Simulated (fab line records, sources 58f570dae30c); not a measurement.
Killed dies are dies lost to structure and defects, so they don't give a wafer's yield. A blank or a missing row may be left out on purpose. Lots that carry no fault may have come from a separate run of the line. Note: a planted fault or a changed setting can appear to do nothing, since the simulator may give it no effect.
The same fault as seen by 2 desks ; flow berkeleyCmos170 ; each desk has only its own numbers; what lay behind them comes last

## FROM THE METROLOGY DESK
What the gauges read for every lot (on any tool): the sampled wafers with a number, averaged. If a lot's mean is further than 4 standard deviations from the usual mean, the lot is out of limits and carries the mark OUT (the distance appears in the brackets).
Columns: A = PWELL_OVL at UCB170_PWELL_OVL_MEAS_13, usual -4 nm; B = PWELL_TW at UCB170_PWELL_TW_MEAS_17, usual 375; C = FIELD_OXIDE_THK at UCB170_FIELD_THK_MEAS_02, usual 564 nm
lot;first seen here;A;B;C
L530;day 3 15:32;-6;370;543
L531;day 3 15:43;-2;376;572
L535;day 4 06:07;-11;375;570
L534;day 4 06:10;-4;373;571
L533;day 4 06:36;-2;373;570
L536;day 4 15:23;-13;375;574
L537;day 5 01:23;-4;379;585
L538;day 5 01:39;-5;375;566
L539;day 5 01:41;-3;382;573
L541;day 5 13:50;1;380;560
L542;day 6 02:23;-2;375;569
L551;day 8 05:44;-11;379;560
L552;day 8 09:17;-1;372;558
L553;day 8 10:01;1;376;555
Finding of this desk: none of the 14 lots has anything out of limits.

## THE TOOL OWNER'S DESK: rieDiel-03
The tool's own readings at UCB170_ACTIVE_ETCH_15 (etches Si3N4 in CH3F/Ar/O2, stops on SiO2, target depth 242 nm, time 151 s): means of the sampled wafers that have a number, for each lot that ran on this tool. If a lot's mean is further than 4 standard deviations from the usual mean, the lot is out of limits and carries the mark OUT (the distance appears in the brackets).
Columns: A = chamberPressureMTorr at UCB170_ACTIVE_ETCH_15, usual 50.00 mTorr; B = drypumpMotorCurrentA at UCB170_ACTIVE_ETCH_15, usual 5.7 A; C = mfcArSccm at UCB170_ACTIVE_ETCH_15, usual 50.00 sccm; D = oesProductAu at UCB170_ACTIVE_ETCH_15, usual 0.940 a.u.; E = rfFwdPowerW at UCB170_ACTIVE_ETCH_15, usual 447.7 W; F = throttleValvePct at UCB170_ACTIVE_ETCH_15, usual 8.11 %
lot;first seen here;A;B;C;D;E;F
L531;day 5 01:08;50.00;5.7;49.88;0.938;448.9;8.09
L534;day 5 21:07;50.00;5.9;49.90;0.942;447.4;8.08
L538;day 6 11:36;49.96;5.6;50.07;0.938;448.2;8.10
L551;day 9 15:54;50.00;5.7;49.76;0.920;387.9 (-40) OUT;8.09
L552;day 9 22:26;49.98;5.7;50.09;0.908;389.1 (-39) OUT;8.09
This desk's finding: out of limits on L551, L552; first on L551, day 9 15:54 (rfFwdPowerW at UCB170_ACTIVE_ETCH_15). In limits: L531, L534, L538.

## BROUGHT TOGETHER
The tool owner's desk could have raised an alarm at day 9 15:54, on L551, L552.
The metrology desk saw nothing out of limits.
The metrology desk has L551, L552 on record, within its limits.
Of the lots named, all ran UCB170_ACTIVE_ETCH_15 on rieDiel-03.

## WHAT WAS PUT IN BY THE SIMULATOR
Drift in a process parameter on rieDiel-03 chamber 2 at UCB170_ACTIVE_ETCH_15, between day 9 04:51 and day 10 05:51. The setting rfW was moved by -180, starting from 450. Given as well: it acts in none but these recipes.
Lots struck among those shown: L551, L552.
Delay in hours, fault start to first out-of-limits reading, by desk: the tool owner's desk at 11.
